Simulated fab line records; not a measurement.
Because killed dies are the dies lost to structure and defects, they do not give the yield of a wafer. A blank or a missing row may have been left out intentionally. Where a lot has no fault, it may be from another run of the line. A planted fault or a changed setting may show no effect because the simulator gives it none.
Which of the tools did it?    flow ritCmos    30 wafers from 10 lots sampled at 2 of the route's 202 steps

== WHAT THE GAUGES SHOWED, per wafer ==
Not one reading of a measure or inspect step in the record can be checked against a usual standard deviation.

== WHICH TOOL RAN EACH LOT (tool, then ch and the chambers of the sampled wafers, then the start) ==
lot   RIT_NSD_SOFTBAKE_02              RIT_M1_PROBE_99
L755  lithoTrack-04 ch 0, day 3 01:20  -
L756  lithoTrack-01 ch 0, day 3 07:57  -
L765  lithoTrack-01 ch 0, day 5 01:47  -
L766  lithoTrack-01 ch 0, day 5 05:59  -
L767  lithoTrack-04 ch 0, day 5 12:37  -
L768  lithoTrack-04 ch 0, day 5 15:41  prober-02, day 6 02:21
L772  lithoTrack-02 ch 0, day 6 12:08  -
L774  lithoTrack-02 ch 0, day 7 00:08  -
L775  lithoTrack-04 ch 0, day 7 03:48  -
L776  lithoTrack-04 ch 0, day 7 09:10  -
- RIT_NSD_SOFTBAKE_02: time 60 s.
- RIT_M1_PROBE_99

== AS READ BY THE TOOLS THEMSELVES (means over the sampled wafers that have a number; for cases with no such wafer, the mark the record gives instead) ==
RIT_NSD_SOFTBAKE_02.
lot   tool           heaterPowerTotalW (W)  plateTempC (C)
L755  lithoTrack-04  34.55                  89.98
L756  lithoTrack-01  34.59                  89.91
L765  lithoTrack-01  27.83                  77.44
L766  lithoTrack-01  27.83                  77.35
L767  lithoTrack-04  34.55                  89.99
L768  lithoTrack-04  34.54                  90.17
L772  lithoTrack-02  34.61                  90.20
L774  lithoTrack-02  34.59                  89.90
L775  lithoTrack-04  34.55                  90.01
L776  lithoTrack-04  34.57                  89.83

RIT_M1_PROBE_99.
lot   tool       killedAtContacts  killedAtFrontEnd  killedDies  killedOpen  killedShort
L768  prober-02  0.0               5                 5           3.0         2.3

== THE ANSWER, worked out from the rows above alone ==
Rule: usual is defined by the lots themselves. Put in order of their means at a reading, lots are off if they are a third of the lots or fewer, leave a main group of 4 or more, and stand apart from it by a gap of 3 or more times the standard deviation of the main group's means; of several such gaps the widest counts. A main group whose means are all the same, to the digits that the tables above print for the reading, isn't used. A lot without any number at a reading at which 4 lots or more have one is off too. All remaining lots with rows at the step are treated as sound. After the gauges, taken in route order, come the tools' own readings; for these a lot's mean is taken, as printed above. The first step at which some lot is off is used, and at that step the reading that is off furthest; a lot without a number counts as furthest.
Off: L765, L766 (RIT_NSD_SOFTBAKE_02, heaterPowerTotalW). Main group: mean 34.57 W, sd 0.024.
If a tool, at that step or one of the process steps before it, ran each lot that is off and ran no sound lot following the first of them, it fits. One fits: RIT_NSD_SOFTBAKE_02 on lithoTrack-01. Its last sound lot is L756 (day 3 07:57), its first lot that is off L765 (day 5 01:47): a fault that began between those two fits.
The tool's own readings at RIT_NSD_SOFTBAKE_02 bear it out: on the lots that are off they differ by more than 5 times the standard deviation of the sound lots' means. heaterPowerTotalW reads 27.83 W there against 34.57 W on the sound lots; plateTempC reads 77.39 C there against 90.00 C on the sound lots.

== WHAT HAD BEEN PUT IN BY THE SIMULATOR ==
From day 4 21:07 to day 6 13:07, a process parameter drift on lithoTrack-01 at RIT_NSD_SOFTBAKE_02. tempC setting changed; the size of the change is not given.
Struck lots among those shown: L765, L766. The same result came from the rule above.
